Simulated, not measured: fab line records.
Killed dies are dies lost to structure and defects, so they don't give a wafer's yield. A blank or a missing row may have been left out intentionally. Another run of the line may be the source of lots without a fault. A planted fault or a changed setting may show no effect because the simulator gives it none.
Shared-tool check || flow berkeleyCmos170 || Lots sampled 14, wafers sampled 42

## THE REASON FOR OPENING IT
Of 14 lots, 2 have the reading PWELL_NITRIDE_THK flagged at UCB170_PWELL_THK_MEAS_06. Fault-free wafers read 219.6 nm, with a standard deviation of 2.3.
Rule: a lot gets a flag if all its wafers with a number sit over 4 standard deviations from that mean, or if no wafer of it has a number. The rest of the lots are taken to be sound.

{"lot": "L363", "measured": "day 3 15:34", "on": "filmMetro-02", "PWELL_NITRIDE_THK (nm), wafer by wafer": "221.8 218.7 220.7", "flag": ""}
{"lot": "L364", "measured": "day 3 15:34", "on": "filmMetro-04", "PWELL_NITRIDE_THK (nm), wafer by wafer": "224.7 222.2 224.6", "flag": ""}
{"lot": "L365", "measured": "day 3 22:11", "on": "filmMetro-03", "PWELL_NITRIDE_THK (nm), wafer by wafer": "219.8 218.0 219.1", "flag": ""}
{"lot": "L367", "measured": "day 4 11:49", "on": "filmMetro-02", "PWELL_NITRIDE_THK (nm), wafer by wafer": "221.5 218.5 218.1", "flag": ""}
{"lot": "L368", "measured": "day 4 17:31", "on": "filmMetro-04", "PWELL_NITRIDE_THK (nm), wafer by wafer": "218.3 219.4 219.4", "flag": ""}
{"lot": "L369", "measured": "day 5 00:18", "on": "filmMetro-03", "PWELL_NITRIDE_THK (nm), wafer by wafer": "218.3 218.5 216.9", "flag": ""}
{"lot": "L372", "measured": "day 5 17:26", "on": "filmMetro-03", "PWELL_NITRIDE_THK (nm), wafer by wafer": "219.3 216.7 217.1", "flag": ""}
{"lot": "L373", "measured": "day 5 17:26", "on": "filmMetro-02", "PWELL_NITRIDE_THK (nm), wafer by wafer": "222.2 221.8 223.1", "flag": ""}
{"lot": "L376", "measured": "day 6 11:17", "on": "filmMetro-04", "PWELL_NITRIDE_THK (nm), wafer by wafer": "317.5 319.1 318.9", "flag": "FLAGGED"}
{"lot": "L374", "measured": "day 6 11:20", "on": "filmMetro-03", "PWELL_NITRIDE_THK (nm), wafer by wafer": "316.9 316.4 316.1", "flag": "FLAGGED"}
{"lot": "L377", "measured": "day 6 17:44", "on": "filmMetro-03", "PWELL_NITRIDE_THK (nm), wafer by wafer": "216.3 216.3 215.3", "flag": ""}
{"lot": "L378", "measured": "day 6 17:44", "on": "filmMetro-04", "PWELL_NITRIDE_THK (nm), wafer by wafer": "221.9 222.7 222.9", "flag": ""}
{"lot": "L379", "measured": "day 7 05:51", "on": "filmMetro-04", "PWELL_NITRIDE_THK (nm), wafer by wafer": "221.8 220.8 220.8", "flag": ""}
{"lot": "L385", "measured": "day 7 21:53", "on": "filmMetro-03", "PWELL_NITRIDE_THK (nm), wafer by wafer": "216.6 218.2 219.5", "flag": ""}
The mean of the flagged lots' numbers is 317.5 nm, +97.9 nm from the usual (+43 standard deviations).

## EACH LOT AND THE TOOL IT RAN ON
The record holds 2 process steps before the reading, out of a route of 331 steps. In each cell: the tool, then ch and the chambers that the sampled wafers went through, then the start.
{"lot": "L363", "flag": "", "UCB170_ZERO_ETCH_06": "rieDiel-02 ch 0,2,3, day 2 08:14", "UCB170_PWELL_CVD_05": "lpcvd-02 ch 1, day 3 13:38"}
{"lot": "L364", "flag": "", "UCB170_ZERO_ETCH_06": "rieDiel-03 ch 1,2,3, day 2 08:17", "UCB170_PWELL_CVD_05": "lpcvd-02 ch 0, day 3 13:38"}
{"lot": "L365", "flag": "", "UCB170_ZERO_ETCH_06": "rieDiel-03 ch 0,1,3, day 2 14:01", "UCB170_PWELL_CVD_05": "lpcvd-01 ch 1, day 3 20:16"}
{"lot": "L367", "flag": "", "UCB170_ZERO_ETCH_06": "rieDiel-04 ch 2,3, day 2 19:17", "UCB170_PWELL_CVD_05": "lpcvd-01 ch 0, day 4 09:52"}
{"lot": "L368", "flag": "", "UCB170_ZERO_ETCH_06": "rieDiel-03 ch 0,1,3, day 3 05:47", "UCB170_PWELL_CVD_05": "lpcvd-01 ch 1, day 4 15:36"}
{"lot": "L369", "flag": "", "UCB170_ZERO_ETCH_06": "rieDiel-04 ch 0,1, day 3 12:02", "UCB170_PWELL_CVD_05": "lpcvd-01 ch 1, day 4 22:23"}
{"lot": "L372", "flag": "", "UCB170_ZERO_ETCH_06": "rieDiel-03 ch 1,2,3, day 3 23:58", "UCB170_PWELL_CVD_05": "lpcvd-02 ch 0, day 5 15:31"}
{"lot": "L373", "flag": "", "UCB170_ZERO_ETCH_06": "rieDiel-04 ch 1,2,3, day 4 02:35", "UCB170_PWELL_CVD_05": "lpcvd-02 ch 0, day 5 15:31"}
{"lot": "L376", "flag": "FLAGGED", "UCB170_ZERO_ETCH_06": "rieDiel-02 ch 0,2,3, day 4 16:59", "UCB170_PWELL_CVD_05": "lpcvd-02 ch 0, day 6 09:22"}
{"lot": "L374", "flag": "FLAGGED", "UCB170_ZERO_ETCH_06": "rieDiel-02 ch 0,1, day 4 11:05", "UCB170_PWELL_CVD_05": "lpcvd-02 ch 0, day 6 09:22"}
{"lot": "L377", "flag": "", "UCB170_ZERO_ETCH_06": "rieDiel-03 ch 0,1,3, day 5 04:03", "UCB170_PWELL_CVD_05": "lpcvd-01 ch 0, day 6 15:49"}
{"lot": "L378", "flag": "", "UCB170_ZERO_ETCH_06": "rieDiel-04 ch 1,2,3, day 5 04:07", "UCB170_PWELL_CVD_05": "lpcvd-01 ch 0, day 6 15:49"}
{"lot": "L379", "flag": "", "UCB170_ZERO_ETCH_06": "rieDiel-03 ch 1,3, day 5 11:08", "UCB170_PWELL_CVD_05": "lpcvd-01 ch 1, day 7 03:56"}
{"lot": "L385", "flag": "", "UCB170_ZERO_ETCH_06": "rieDiel-03 ch 0,2,3, day 6 17:14", "UCB170_PWELL_CVD_05": "lpcvd-01 ch 0, day 7 19:58"}
What is done by these steps:
- UCB170_ZERO_ETCH_06: etches SiO2 in CHF3/CF4/Ar, time 12 s.
- UCB170_PWELL_CVD_05: deposits Si3N4 from SiH2Cl2/NH3, target thk 220 nm, time 3300 s.
- UCB170_PWELL_THK_MEAS_06

## FLAGGED OVER TOTAL, TOOL BY TOOL (the gauges that took the reading come last)
{"step": "UCB170_ZERO_ETCH_06", "tool": "rieDiel-02", "lots run": 3, "flagged": 2, "share of the flagged lots": "all", "sound lots run after its first flagged lot": 0}
{"step": "UCB170_ZERO_ETCH_06", "tool": "rieDiel-03", "lots run": 7, "flagged": 0, "share of the flagged lots": "none", "sound lots run after its first flagged lot": "-"}
{"step": "UCB170_ZERO_ETCH_06", "tool": "rieDiel-04", "lots run": 4, "flagged": 0, "share of the flagged lots": "none", "sound lots run after its first flagged lot": "-"}
{"step": "UCB170_PWELL_CVD_05", "tool": "lpcvd-01", "lots run": 8, "flagged": 0, "share of the flagged lots": "none", "sound lots run after its first flagged lot": "-"}
{"step": "UCB170_PWELL_CVD_05", "tool": "lpcvd-02", "lots run": 6, "flagged": 2, "share of the flagged lots": "all", "sound lots run after its first flagged lot": 0}
{"step": "UCB170_PWELL_THK_MEAS_06", "tool": "filmMetro-02", "lots run": 3, "flagged": 0, "share of the flagged lots": "none", "sound lots run after its first flagged lot": "-"}
{"step": "UCB170_PWELL_THK_MEAS_06", "tool": "filmMetro-03", "lots run": 6, "flagged": 1, "share of the flagged lots": "some", "sound lots run after its first flagged lot": "2 (L377,L385)"}
{"step": "UCB170_PWELL_THK_MEAS_06", "tool": "filmMetro-04", "lots run": 5, "flagged": 1, "share of the flagged lots": "some", "sound lots run after its first flagged lot": "2 (L378,L379)"}

## WHAT IS ALLOWED BY THE TABLE
rieDiel-02 at UCB170_ZERO_ETCH_06 and lpcvd-02 at UCB170_PWELL_CVD_05 are the 2 rows of the table that ran each flagged lot.
- rieDiel-02 at UCB170_ZERO_ETCH_06 ran 3 lots, 2 of them flagged. Last sound lot L363 at day 2 08:14, first flagged lot L374 at day 4 11:05; a fault beginning in between fits.
- lpcvd-02 at UCB170_PWELL_CVD_05 ran 6 lots, 2 of them flagged. Last sound lot L372 at day 5 15:31, first flagged lot L374 at day 6 09:22; a fault beginning in between fits. Its own readings (spikeTcCentreC, spikeTcLoadC, spikeTcSourceC, susceptorTempC) fall more than 4 standard deviations out on all wafers of the flagged lots.
A lot count leaves these 2 tools indistinguishable: every one of them fits a fault beginning at some hour. More lots, or a look at what each step does to the wafer, might.

## WHAT HAD BEEN PUT IN BY THE SIMULATOR
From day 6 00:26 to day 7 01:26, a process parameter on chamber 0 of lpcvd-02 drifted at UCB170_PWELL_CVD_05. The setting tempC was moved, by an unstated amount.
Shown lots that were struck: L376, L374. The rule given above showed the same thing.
